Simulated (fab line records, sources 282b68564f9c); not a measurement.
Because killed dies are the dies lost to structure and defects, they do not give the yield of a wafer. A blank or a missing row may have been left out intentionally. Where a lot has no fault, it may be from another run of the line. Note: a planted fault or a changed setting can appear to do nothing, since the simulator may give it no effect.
Which tool is to blame? ; flow rit_cmos ; 24 wafers from 8 lots sampled at 4 of the route's 202 steps

WHAT THE GAUGES SHOWED, per wafer
RIT_ACTIVE_THK_MEAS_02. Usual: ACTIVE_OXIDE_THK 47.5 nm, standard deviation 0.85.
lot;measured;on;ACTIVE_OXIDE_THK (nm);flag
L659;day 1 12:04;film_metro-04;47.1 45.5 45.7;
L660;day 1 17:05;film_metro-02;48.1 48.3 48.7;
L661;day 1 22:35;film_metro-04;46.9 46.6 47.2;
L662;day 2 03:03;film_metro-02;48.3 47.8 47.6;
L670;day 3 19:05;film_metro-04;49.5 50.5 50.2;OFF
L677;day 5 06:03;film_metro-02;47.7 48.4 48.4;
L678;day 5 11:03;film_metro-02;47.6 47.1 46.9;
L682;day 6 07:04;film_metro-02;48.3 48.2 47.4;

RIT_FOX2_THK_MEAS_90. Usual: FIELD_OXIDE_LEFT_1_THK 326 nm, standard deviation 6.5.
lot;measured;on;FIELD_OXIDE_LEFT_1_THK (nm);flag
L659;day 1 19:20;film_metro-04;318 321 325;
L660;day 2 01:26;film_metro-02;322 323 320;
L661;day 2 06:34;film_metro-02;324 330 336;
L662;day 2 10:30;film_metro-02;325 324 329;
L670;day 4 02:21;film_metro-04;343 335 334;
L677;day 5 14:14;film_metro-01;334 339 338;
L678;day 5 19:19;film_metro-02;329 329 329;
L682;day 6 14:16;film_metro-02;314 318 319;

RIT_M1_OVL_MEAS_10. Usual: M1_OVL -0.4 nm, standard deviation 1.6.
lot;measured;on;M1_OVL (nm);flag
L659;day 3 05:54;overlay-01;-1.1 -0.7 0.5;
L660;day 3 13:26;overlay-01;-1.4 -0.3 -0.3;
L661;day 3 17:45;overlay-02;0.2 -0.1 1.0;
L662;day 3 22:38;overlay-02;3.6 3.0 3.1;
L670;day 5 13:22;overlay-02;-0.5 0.2 -0.2;
L677;day 7 00:39;overlay-02;-1.5 0.6 -1.1;
L678;day 7 05:55;overlay-01;-3.3 -3.6 -5.0;
L682;day 8 04:02;overlay-01;1.0 -0.4 0.7;

WHAT TOOL EACH LOT RAN ON (gives the tool, then ch and the chambers of the sampled wafers, and finally the start)
lot;RIT_NWELL_STRIP_09
L659;plasma_asher-01 ch 0, day 1 20:43
L660;plasma_asher-04 ch 0,1, day 2 02:49
L661;plasma_asher-02 ch 0,1, day 2 08:01
L662;plasma_asher-02 ch 0,1, day 2 11:52
L670;plasma_asher-02 ch 0,1, day 4 03:45
L677;plasma_asher-01 ch 0,1, day 5 15:36
L678;plasma_asher-01 ch 0,1, day 5 20:42
L682;plasma_asher-02 ch 0,1, day 6 15:38
- RIT_NWELL_STRIP_09: strips in O2, time 180 s.

AS READ BY THE TOOLS THEMSELVES (means over the sampled wafers that have a number; for cases with no such wafer, the mark the record gives instead)
RIT_NWELL_STRIP_09. Usual: drypump_motor_current_A 5.6 A, standard deviation 0.52.
lot;tool;drypump_motor_current_A (A);flag
L659;plasma_asher-01;5.6;
L660;plasma_asher-04;5.5;
L661;plasma_asher-02;5.8;
L662;plasma_asher-02;5.4;
L670;plasma_asher-02;5.8;
L677;plasma_asher-01;5.6;
L678;plasma_asher-01;5.6;
L682;plasma_asher-02;5.4;

THE ANSWER, worked out from the rows above alone
Rule: a lot counts as off when the mean over its wafers that have a number is more than 3 standard deviations away from the usual mean. A lot without any number at a reading at which 4 lots or more have one is off too. All remaining lots with rows at the step are treated as sound. After the gauges, taken in route order, come the tools' own readings; for these a lot's mean is taken, as printed above. At the first step where some lot is off, the reading lying furthest off is the one used; lots without a number count as furthest.
Off: L670, at RIT_ACTIVE_THK_MEAS_02 (ACTIVE_OXIDE_THK).
If a tool, at a process step before that reading, ran all the lots that are off and no sound lot after the first of them, it fits. Those tools and the gauges at RIT_ACTIVE_THK_MEAS_02 are tried in the same way. One fits: RIT_ACTIVE_THK_MEAS_02 on film_metro-04. A fault onset in the window from L661 (day 1 22:35, its last sound lot) to L670 (day 3 19:05, its first lot off) fits.

WHAT THE SIMULATOR HAD PUT IN
Metrology matching offset: film_metro-04, from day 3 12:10 on, at RIT_ACTIVE_THK_MEAS_02. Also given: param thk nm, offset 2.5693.
Shown lots that were struck: L670. The rule above reached the same finding.
